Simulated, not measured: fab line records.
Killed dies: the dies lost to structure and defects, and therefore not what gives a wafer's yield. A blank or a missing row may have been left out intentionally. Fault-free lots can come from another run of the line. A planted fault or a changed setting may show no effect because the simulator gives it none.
Lot-split experiment + flow rit-cmos + 5 lots, 22 wafers read, on a route of 202 steps

== THE SPLIT ITSELF ==
At RIT_GATE_DEVELOP_15 (develop time 50 s), the setting develop-time-s was moved away from the recipe's 50 s on 10 of the 22 wafers read, by -14.4% to +11.6%. All remaining wafers had this setting at the recipe value.

== FROM THE SPLIT TO THE READING: what the file shows between them, 5 steps ==
- RIT_REOX_OXIDATION_03: target thk 25.2 nm, ox time 5580 s (also split here: ox-time-s)
- RIT_REOX_THK_MEAS_04
- RIT_PLDD_IMPLANT_08 (also split here: dose-cm2)
- RIT_PLDD_STRIP_09: strips in O2, time 180 s (also split here: o2-flow-sccm)
- RIT_SPACER_CLEAN_00: cleans in SC1, time 600 s

== THE READING ==
etest.nmos-turned.drive-ua-um (the simulator's own value, which no gauge read), at RIT_M1_PROBE_99. The file gives no usual value for it. Here, 12 wafers ran the recipe; their average is 311.9 with a standard deviation of 28.

| wafer  | tool, chamber at the split | develop-time-s as run, s | against the recipe | etest.nmos-turned.drive-ua-um | against lot-mates on the recipe |
|--------|----------------------------|--------------------------|--------------------|-------------------------------|---------------------------------|
| L074.1 | litho-track-02, 0          | 50                       | recipe             | 344.4                         | -                               |
| L074.4 | litho-track-02, 0          | 50                       | recipe             | 345.9                         | -                               |
| L074.5 | litho-track-02, 0          | 50                       | recipe             | 342.4                         | -                               |
| L076.1 | litho-track-03, 0          | 42.79                    | -14.4%             | 269.9                         | -40.3                           |
| L076.2 | litho-track-03, 0          | 50                       | recipe             | 306                           | -                               |
| L076.4 | litho-track-03, 0          | 50                       | recipe             | 308.6                         | -                               |
| L076.5 | litho-track-03, 0          | 42.79                    | -14.4%             | 257.3                         | -52.9                           |
| L076.6 | litho-track-03, 0          | 50                       | recipe             | 315.9                         | -                               |
| L077.2 | litho-track-04, 0          | 50                       | recipe             | 275.2                         | -                               |
| L077.3 | litho-track-04, 0          | 55.63                    | +11.3%             | 303.6                         | +30.6                           |
| L077.4 | litho-track-04, 0          | 50                       | recipe             | 270.8                         | -                               |
| L077.5 | litho-track-04, 0          | 55.63                    | +11.3%             | 321.4                         | +48.4                           |
| L079.1 | litho-track-03, 0          | 50                       | recipe             | 330.9                         | -                               |
| L079.3 | litho-track-03, 0          | 54.26                    | +8.5%              | 361.4                         | +26.2                           |
| L079.4 | litho-track-03, 0          | 54.26                    | +8.5%              | 369.4                         | +34.2                           |
| L079.5 | litho-track-03, 0          | 50                       | recipe             | 339.4                         | -                               |
| L079.6 | litho-track-03, 0          | 54.26                    | +8.5%              | 373.9                         | +38.8                           |
| L083.1 | litho-track-04, 0          | 50                       | recipe             | 279                           | -                               |
| L083.2 | litho-track-04, 0          | 55.81                    | +11.6%             | 324.5                         | +42.8                           |
| L083.3 | litho-track-04, 0          | 55.81                    | +11.6%             | 321.3                         | +39.6                           |
| L083.4 | litho-track-04, 0          | 55.81                    | +11.6%             | 302.9                         | +21.2                           |
| L083.5 | litho-track-04, 0          | 50                       | recipe             | 284.4                         | -                               |

THE FIT
A straight line over all 22 wafers: etest.nmos-turned.drive-ua-um changes by +2.4 for each +1% of develop-time-s; r = +0.53; the points scatter about the line by 29.
The same after taking each lot's own level away (the mean of its wafers on the recipe; 22 wafers): +3.29 for each +1%; r = +0.97; scatter 6.5.
According to that fit, moving develop-time-s by its largest amount changes the reading by 47.
Across the lots, their own levels run from 273.00 to 344.23, a range of 2.6 times the standard deviation given above.
So the lot-to-lot level blurs the effect unless lot-mates are compared.
Check: -49.8 against its lot-mates is what the line predicts for one of the wafers moved furthest among these (-14.4%) when that wafer is left out of the fit. It came out at -40.3 against them.

== OTHER SPLITS ON THESE WAFERS ==
These wafers also went through other splits before the reading. Each is held against what the fit with the lots' levels taken away leaves over:
| other split on the same wafers     | wafers away from the commonest value | r with etest.nmos-turned.drive-ua-um (lot level and that fit taken away) |
|------------------------------------|--------------------------------------|--------------------------------------------------------------------------|
| RIT_ACTIVE_COAT_06 resist-thk-nm   | 7                                    | +0.21                                                                    |
| RIT_ACTIVE_EXPOSE_08 dose-mj       | 8                                    | +0.33                                                                    |
| RIT_ACTIVE_STRIP_14 pressure-mtorr | 14                                   | +0.17                                                                    |
| RIT_NWELL_IMPLANT_08 energy-kev    | 7                                    | +0.30                                                                    |
| RIT_PWELL_COAT_01 spin-rpm         | 4                                    | +0.04                                                                    |
| RIT_NRETRO_IMPLANT_08 dose-cm2     | 6                                    | -0.38                                                                    |
| RIT_PRETRO_IMPLANT_08 dose-cm2     | 6                                    | -0.41                                                                    |
| RIT_GATE_OXIDATION_05 ox-time-s    | 9                                    | +0.04                                                                    |
| RIT_REOX_OXIDATION_03 ox-time-s    | 17                                   | -0.20                                                                    |
| RIT_PLDD_IMPLANT_08 dose-cm2       | 6                                    | +0.42                                                                    |
| RIT_PLDD_STRIP_09 o2-flow-sccm     | 8                                    | -0.18                                                                    |

== THE WHOLE CHAIN: every reading that the file lists as answering this split, in the file's order ==
| step            | what it does | reading                                                                        | change (the file's fit)           | r (the file's) |
|-----------------|--------------|--------------------------------------------------------------------------------|-----------------------------------|----------------|
| RIT_M1_PROBE_99 |              | etest.pmos-turned.r-on-ohm-um (the simulator's own value, which no gauge read) | -45.3 for each +1% of the setting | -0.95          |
| RIT_M1_PROBE_99 |              | etest.pmos_0p3.r-on-ohm-um (the simulator's own value, which no gauge read)    | -47.1 for each +1% of the setting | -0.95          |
| RIT_M1_PROBE_99 |              | etest.pmos_0p15.r-on-ohm-um (the simulator's own value, which no gauge read)   | -46.1 for each +1% of the setting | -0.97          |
| RIT_M1_PROBE_99 |              | etest.nmos_0p3.r-on-ohm-um (the simulator's own value, which no gauge read)    | -14.2 for each +1% of the setting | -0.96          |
| RIT_M1_PROBE_99 |              | etest.nmos-turned.drive-ua-um (the simulator's own value, which no gauge read) | +3.31 for each +1% of the setting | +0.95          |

== FILE'S OWN FIT ==
etest.nmos-turned.drive-ua-um changes by +3.31 for each +1% of develop-time-s, r = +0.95.
